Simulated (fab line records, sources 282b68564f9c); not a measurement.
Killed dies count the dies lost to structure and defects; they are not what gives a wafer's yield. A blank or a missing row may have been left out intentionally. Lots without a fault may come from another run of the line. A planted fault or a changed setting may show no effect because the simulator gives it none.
Which tool did it? | flow rit cmos | 14 lots, 42 wafers sampled, at 2 steps of a route of 202

## WHAT EACH GAUGE READ, for each wafer
RIT_ACTIVE_THK_MEAS_02. Usual: ACTIVE_OXIDE_THK 46.6 nm, standard deviation 0.99.
lot  | measured    | on            | ACTIVE_OXIDE_THK (nm) | flag
L392 | day 1 13:07 | film metro-01 | 45.0 44.9 45.5        |
L393 | day 1 17:55 | film metro-01 | 47.9 47.8 47.3        |
L394 | day 1 22:08 | film metro-04 | 46.8 46.7 46.5        |
L395 | day 2 04:29 | film metro-01 | 45.2 46.0 46.1        |
L396 | day 2 09:04 | film metro-04 | 46.7 47.0 45.6        |
L397 | day 2 14:13 | film metro-01 | 47.6 47.8 47.3        |
L400 | day 3 04:20 | film metro-04 | 47.0 47.0 46.8        |
L402 | day 3 14:34 | film metro-03 | 72.1 72.6 72.3        | OFF
L403 | day 3 19:05 | film metro-01 | 71.7 72.4 72.3        | OFF
L406 | day 4 10:03 | film metro-03 | 45.1 45.5 45.8        |
L407 | day 4 15:14 | film metro-01 | 48.2 48.3 48.5        |
L409 | day 5 02:14 | film metro-03 | 45.8 45.7 45.7        |
L411 | day 5 11:56 | film metro-03 | 45.3 44.6 44.8        |
L415 | day 6 07:41 | film metro-01 | 46.9 46.5 46.8        |

## TOOL THAT RAN EACH LOT (tool first, then ch and the chambers of the sampled wafers, then the start)
lot  | RIT_ACTIVE_OXIDATION_01
L392 | furnace-03 ch 0, day 1 11:11
L393 | furnace-01 ch 0, day 1 15:59
L394 | furnace-01 ch 0, day 1 20:11
L395 | furnace-03 ch 0, day 2 02:34
L396 | furnace-03 ch 0, day 2 07:08
L397 | furnace-01 ch 0, day 2 12:17
L400 | furnace-04 ch 0, day 3 02:23
L402 | furnace-03 ch 0, day 3 12:38
L403 | furnace-03 ch 0, day 3 17:07
L406 | furnace-01 ch 0, day 4 08:07
L407 | furnace-04 ch 0, day 4 13:17
L409 | furnace-01 ch 0, day 5 00:17
L411 | furnace-01 ch 0, day 5 10:00
L415 | furnace-04 ch 0, day 6 05:46
- RIT_ACTIVE_OXIDATION_01: target thk 46.8 nm, ox time 3360 s.

## WHAT THE TOOLS THEMSELVES READ (means of the sampled wafers that have a number; where no wafer has one, the mark that the record gives instead)
The record holds no such reading with a usual standard deviation.

## THE ANSWER, worked out from the rows above alone
Rule: lot off if the mean of its wafers having a number is beyond 3 standard deviations from the usual mean. A lot without any number at a reading at which 4 lots or more have one is off too. All remaining lots with rows at the step are treated as sound. The gauges are gone through in route order, then the tools' own readings, and for those a lot's mean is taken as printed above. The first step at which some lot is off is used, and at that step the reading that is off furthest; a lot without a number counts as furthest.
Off: L402, L403, seen at RIT_ACTIVE_THK_MEAS_02 (ACTIVE_OXIDE_THK).
A tool fits if, at a process step before that reading, it ran every lot that is off, and no sound lot after the first of them. The gauges at RIT_ACTIVE_THK_MEAS_02 are tried like those tools. One fits: furnace-03 at RIT_ACTIVE_OXIDATION_01. Its last sound lot is L396 (day 2 07:08), its first lot that is off L402 (day 3 12:38): a fault that began between those two fits.

## WHAT THE SIMULATOR HAD INSERTED
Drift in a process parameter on furnace-03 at RIT_ACTIVE_OXIDATION_01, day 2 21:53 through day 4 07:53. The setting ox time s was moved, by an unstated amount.
Shown lots that were struck: L402, L403. The rule given above showed the same thing.
